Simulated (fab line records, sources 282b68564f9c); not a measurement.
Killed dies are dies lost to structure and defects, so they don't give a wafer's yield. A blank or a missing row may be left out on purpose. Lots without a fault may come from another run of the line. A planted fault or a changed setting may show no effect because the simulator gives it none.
Split-lot experiment | flow rit_cmos | 5 lots, 23 wafers read, on a route of 202 steps

THE SPLIT
At RIT_NLDD_COAT_01 (resist thk 1000 nm), the setting resist_thk_nm was moved away from the recipe's 1000 nm on 5 of the 23 wafers read, by -3.0% to +3.5%. The other wafers ran this setting at the recipe's value.

FROM THE SPLIT TO THE READING: what the file shows between them, 3 steps
- RIT_NLDD_SOFTBAKE_02: time 60 s
- RIT_NLDD_EXPOSE_03: exposes mask M7, target cd 40700 nm
- RIT_NLDD_DEVELOP_05: develop time 50 s

THE READING
NOVOLAK_of_NLDD_COAT_01.thk_nm (the simulator's own value, which no gauge read), in nm, at RIT_NLDD_HARDBAKE_07 (time 60 s). The file gives no usual value for it. The 18 wafers here that ran the recipe average 883.6 nm, standard deviation 1.6 nm.

wafer  | tool, chamber at the split | resist_thk_nm as run, nm | against the recipe | NOVOLAK_of_NLDD_COAT_01.thk_nm, nm | against lot-mates on the recipe
L075.1 | litho_track-02, 0          | 1000                     | recipe             | 882.8                              | -
L075.2 | litho_track-02, 0          | 1000                     | recipe             | 881.4                              | -
L075.5 | litho_track-02, 0          | 1000                     | recipe             | 883.5                              | -
L077.2 | litho_track-02, 0          | 969.6                    | -3.0%              | 859                                | -27.0
L077.3 | litho_track-02, 0          | 1000                     | recipe             | 886.4                              | -
L077.4 | litho_track-02, 0          | 969.6                    | -3.0%              | 859.9                              | -26.1
L077.5 | litho_track-02, 0          | 1000                     | recipe             | 884.9                              | -
L077.6 | litho_track-02, 0          | 1000                     | recipe             | 886.7                              | -
L076.1 | litho_track-02, 0          | 1000                     | recipe             | 883.5                              | -
L076.2 | litho_track-02, 0          | 1000                     | recipe             | 883.3                              | -
L076.3 | litho_track-02, 0          | 1000                     | recipe             | 883.9                              | -
L076.4 | litho_track-02, 0          | 1000                     | recipe             | 882.7                              | -
L076.5 | litho_track-02, 0          | 1000                     | recipe             | 884.8                              | -
L078.1 | litho_track-03, 0          | 1000                     | recipe             | 882.7                              | -
L078.2 | litho_track-03, 0          | 1000                     | recipe             | 884.6                              | -
L078.3 | litho_track-03, 0          | 1000                     | recipe             | 882.1                              | -
L078.5 | litho_track-03, 0          | 1000                     | recipe             | 884                                | -
L078.6 | litho_track-03, 0          | 1000                     | recipe             | 885.4                              | -
L085.2 | litho_track-03, 0          | 1035                     | +3.5%              | 910.6                              | +29.6
L085.5 | litho_track-03, 0          | 1035                     | +3.5%              | 910.6                              | +29.6
L085.3 | litho_track-03, 0          | 1000                     | recipe             | 880.8                              | -
L085.4 | litho_track-03, 0          | 1035                     | +3.5%              | 911.9                              | +30.9
L085.6 | litho_track-03, 0          | 1000                     | recipe             | 881.1                              | -

THE FIT
A straight line over all 23 wafers: NOVOLAK_of_NLDD_COAT_01.thk_nm changes by +7.88 nm for each +1% of resist_thk_nm; r = +0.99; the points scatter about the line by 1.5 nm.
The same after taking each lot's own level away (the mean of its wafers on the recipe; 23 wafers): +8.65 nm for each +1%; r = +1.00; scatter 0.86 nm.
On that fit, the largest move of resist_thk_nm shifts the reading by 30 nm.
The lots' own levels span 880.95 to 886.00 nm, that is 3.1 times the standard deviation above.
So the lot-to-lot level changes the slope little: the two slopes agree.
Check: with one of the wafers moved furthest among these (+3.5%) left out of the fit, the line predicts +30.4 nm for it against its lot-mates. It came out at +29.6 nm against them.

OTHER SPLITS ON THESE WAFERS
These wafers also went through other splits before the reading. Each is held against what the fit with the lots' levels taken away leaves over:
other split on the same wafers     | wafers away from the commonest value | r with NOVOLAK_of_NLDD_COAT_01.thk_nm (lot level and that fit taken away)
RIT_PWELL_IMPLANT_08 energy_kev    | 8                                    | -0.11
RIT_NRETRO_COAT_01 resist_thk_nm   | 7                                    | +0.12
RIT_NRETRO_IMPLANT_08 energy_kev   | 8                                    | +0.09
RIT_PRETRO_COAT_01 spin_rpm        | 8                                    | +0.05
RIT_PRETRO_IMPLANT_08 energy_kev   | 12                                   | +0.12
RIT_GATE_DEVELOP_15 develop_time_s | 8                                    | +0.03

THE WHOLE CHAIN: every reading that the file lists as answering this split, in the file's order
step                 | what it does       | reading                                                                         | change (the file's fit)              | r (the file's)
RIT_NLDD_COAT_01     | resist thk 1000 nm | NOVOLAK_of_NLDD_COAT_01.thk_nm (the simulator's own value, which no gauge read) | +9.88 nm for each +1% of the setting | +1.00
RIT_NLDD_HARDBAKE_07 | time 60 s          | NOVOLAK_of_NLDD_COAT_01.thk_nm (the simulator's own value, which no gauge read) | +8.65 nm for each +1% of the setting | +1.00

THE FILE'S OWN FIT
NOVOLAK_of_NLDD_COAT_01.thk_nm changes by +8.65 nm for each +1% of resist_thk_nm, r = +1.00.
